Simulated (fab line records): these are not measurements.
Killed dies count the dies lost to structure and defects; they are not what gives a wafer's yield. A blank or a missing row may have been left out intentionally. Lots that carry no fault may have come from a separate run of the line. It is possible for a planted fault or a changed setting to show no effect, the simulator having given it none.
Split-lot trial | flow rit_cmos | 5 lots, 23 wafers read, on a route of 202 steps

== ON THE SPLIT ==
At RIT_NRETRO_COAT_01 (resist thk 1300 nm), the setting resist_thk_nm was moved away from the recipe's 1300 nm on 7 of the 23 wafers read, by -5.3% to +1.8%. The other wafers ran this setting at the recipe's value.

== FROM THE SPLIT TO THE READING: what the file shows between them, 3 steps ==
- RIT_NRETRO_SOFTBAKE_02: time 60 s
- RIT_NRETRO_EXPOSE_03: exposes mask M4, target cd 43900 nm
- RIT_NRETRO_DEVELOP_05: develop time 68 s

== THE READING ==
NOVOLAK_of_NRETRO_COAT_01.thk_nm (the simulator's own value, which no gauge read), in nm, at RIT_NRETRO_HARDBAKE_07 (time 120 s). There is no usual value for it anywhere in the file. Across the 16 wafers here that went through the recipe, the average is 1138 nm and the standard deviation 4.8 nm.

wafer  | tool, chamber at the split | resist_thk_nm as run, nm | against the recipe | NOVOLAK_of_NRETRO_COAT_01.thk_nm, nm | against lot-mates on the recipe
L076.1 | litho_track-04, 0          | 1231                     | -5.3%              | 1079                                 | -60
L076.6 | litho_track-04, 0          | 1231                     | -5.3%              | 1079                                 | -60
L076.3 | litho_track-04, 0          | 1300                     | recipe             | 1140                                 | -
L076.4 | litho_track-04, 0          | 1300                     | recipe             | 1142                                 | -
L076.5 | litho_track-04, 0          | 1300                     | recipe             | 1136                                 | -
L078.1 | litho_track-04, 0          | 1300                     | recipe             | 1130                                 | -
L078.2 | litho_track-04, 0          | 1300                     | recipe             | 1132                                 | -
L078.3 | litho_track-04, 0          | 1300                     | recipe             | 1134                                 | -
L078.5 | litho_track-04, 0          | 1300                     | recipe             | 1133                                 | -
L078.6 | litho_track-04, 0          | 1300                     | recipe             | 1136                                 | -
L079.1 | litho_track-02, 0          | 1300                     | recipe             | 1145                                 | -
L079.3 | litho_track-02, 0          | 1300                     | recipe             | 1145                                 | -
L079.5 | litho_track-02, 0          | 1300                     | recipe             | 1145                                 | -
L079.2 | litho_track-02, 0          | 1323                     | +1.8%              | 1166                                 | +21
L079.4 | litho_track-02, 0          | 1323                     | +1.8%              | 1166                                 | +21
L082.3 | litho_track-02, 0          | 1300                     | recipe             | 1139                                 | -
L082.5 | litho_track-02, 0          | 1300                     | recipe             | 1143                                 | -
L082.6 | litho_track-02, 0          | 1300                     | recipe             | 1142                                 | -
L084.2 | litho_track-04, 0          | 1244                     | -4.3%              | 1088                                 | -48
L084.3 | litho_track-04, 0          | 1244                     | -4.3%              | 1087                                 | -48
L084.5 | litho_track-04, 0          | 1244                     | -4.3%              | 1087                                 | -48
L084.4 | litho_track-04, 0          | 1300                     | recipe             | 1135                                 | -
L084.6 | litho_track-04, 0          | 1300                     | recipe             | 1136                                 | -

THE FIT
A straight line over all 23 wafers: NOVOLAK_of_NRETRO_COAT_01.thk_nm changes by +11.9 nm for each +1% of resist_thk_nm; r = +0.98; the points scatter about the line by 4.7 nm.
The same after taking each lot's own level away (the mean of its wafers on the recipe; 23 wafers): +11.3 nm for each +1%; r = +1.00; scatter 1.6 nm.
According to that fit, moving resist_thk_nm by its largest amount changes the reading by 60 nm.
Across the lots, their own levels run from 1133.0 to 1145.0 nm, a range of 2.5 times the standard deviation given above.
So the lot-to-lot level changes the slope little: the two slopes agree.
Check: with one of the wafers moved furthest among these (-5.3%) left out of the fit, the line predicts -59.9 nm for it against its lot-mates. It came out at -60.3 nm against them.

== FURTHER SPLITS ON THESE WAFERS ==
Other splits were also applied to these wafers ahead of the reading. Each is held against what the fit with the lots' levels taken away leaves over:
other split on the same wafers   | wafers away from the commonest value | r with NOVOLAK_of_NRETRO_COAT_01.thk_nm (lot level and that fit taken away)
RIT_ACTIVE_CVD_03 temp_c         | 10                                   | -0.14
RIT_ACTIVE_DEVELOP_10 dev_temp_c | 10                                   | +0.10
RIT_FOX2_OXIDATION_00 ox_time_s  | 18                                   | -0.02
RIT_PWELL_IMPLANT_08 energy_kev  | 11                                   | +0.17

== THE WHOLE CHAIN: every reading that the file lists as answering this split, in the file's order ==
step                   | what it does       | reading                                                                           | change (the file's fit)              | r (the file's)
RIT_NRETRO_COAT_01     | resist thk 1300 nm | NOVOLAK_of_NRETRO_COAT_01.thk_nm (the simulator's own value, which no gauge read) | +13.2 nm for each +1% of the setting | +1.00
RIT_NRETRO_HARDBAKE_07 | time 120 s         | NOVOLAK_of_NRETRO_COAT_01.thk_nm (the simulator's own value, which no gauge read) | +11.4 nm for each +1% of the setting | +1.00

== FILE'S OWN FIT ==
NOVOLAK_of_NRETRO_COAT_01.thk_nm changes by +11.4 nm for each +1% of resist_thk_nm, r = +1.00.
